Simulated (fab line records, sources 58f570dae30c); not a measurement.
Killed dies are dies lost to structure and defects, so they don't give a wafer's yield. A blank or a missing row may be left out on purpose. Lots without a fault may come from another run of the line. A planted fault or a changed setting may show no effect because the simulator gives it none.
One fault seen from 2 desks | flow berkeley_cmos170 | each desk has only its own numbers; what lay behind them comes last

THE METROLOGY DESK
What the gauges read, lot by lot, whatever tool the lot ran on: means of the sampled wafers that have a number. A lot is out of limits, marked OUT, if its mean lies more than 4 standard deviations from the usual mean; the brackets give that distance.
Columns: A = PSD_RS at UCB170_SDANNEAL_RS_MEAS_02, usual 75.5 ohm/sq
lot  | first seen here | A
L205 | day 6 08:38     | 75.3
L206 | day 6 19:15     | 76.3
L207 | day 6 19:47     | 75.6
L208 | day 7 07:29     | 75.7
L209 | day 7 08:25     | 75.4
L211 | day 7 18:10     | 75.6
L210 | day 7 22:35     | 75.2
L214 | day 8 11:08     | 75.6
L216 | day 9 05:58     | 75.6
L218 | day 9 11:50     | 105.0 (+89) OUT
L221 | day 9 21:14     | 104.7 (+89) OUT
L223 | day 10 22:30    | 74.9
L225 | day 10 23:20    | 75.9
L226 | day 10 23:29    | 75.5
This desk's finding: out of limits on L218, L221; first on L218, day 9 11:50 (PSD_RS at UCB170_SDANNEAL_RS_MEAS_02). In limits: L205, L206, L207, L208, L209, L211, L210, L214, L216, L223, L225, L226.

THE TOOL OWNER'S DESK: rtp_anneal-02
The tool's own readings at UCB170_SDANNEAL_RTA_01 (time 5 s): means of the sampled wafers that have a number, for each lot that ran on this tool. A lot is out of limits, marked OUT, if its mean lies more than 4 standard deviations from the usual mean; the brackets give that distance.
Columns: A = lamp_power_pct at UCB170_SDANNEAL_RTA_01, usual 35.7 %; B = wafer_temp_C_max at UCB170_SDANNEAL_RTA_01, usual 1056.3
lot  | first seen here | A    | B
L206 | day 6 19:12     | 36.1 | 1060.0
L208 | day 7 07:25     | 36.1 | 1060.2
L209 | day 7 08:20     | 36.1 | 1058.4
L210 | day 7 22:28     | 36.1 | 1057.7
L216 | day 9 05:51     | 36.0 | 1057.9
L218 | day 9 11:43     | 36.1 | 1058.2
L221 | day 9 21:10     | 36.1 | 1057.6
This desk's finding: nothing out of limits on any of the 7 lots.

PUT TOGETHER
The metrology desk could have raised an alarm at day 9 11:50, on L218, L221.
The tool owner's desk saw nothing out of limits.
The tool owner's desk has L218, L221 on record, within its limits.
Of the lots named, all ran UCB170_SDANNEAL_RTA_01 on rtp_anneal-02.

WHAT THE SIMULATOR HAD PUT IN
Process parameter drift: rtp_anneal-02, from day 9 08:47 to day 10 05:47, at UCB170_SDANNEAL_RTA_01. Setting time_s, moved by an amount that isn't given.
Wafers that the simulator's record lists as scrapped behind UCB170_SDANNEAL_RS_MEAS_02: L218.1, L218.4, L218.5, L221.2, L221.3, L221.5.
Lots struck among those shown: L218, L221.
Hours from the fault's start to each desk's first reading out of limits: the metrology desk, 3.
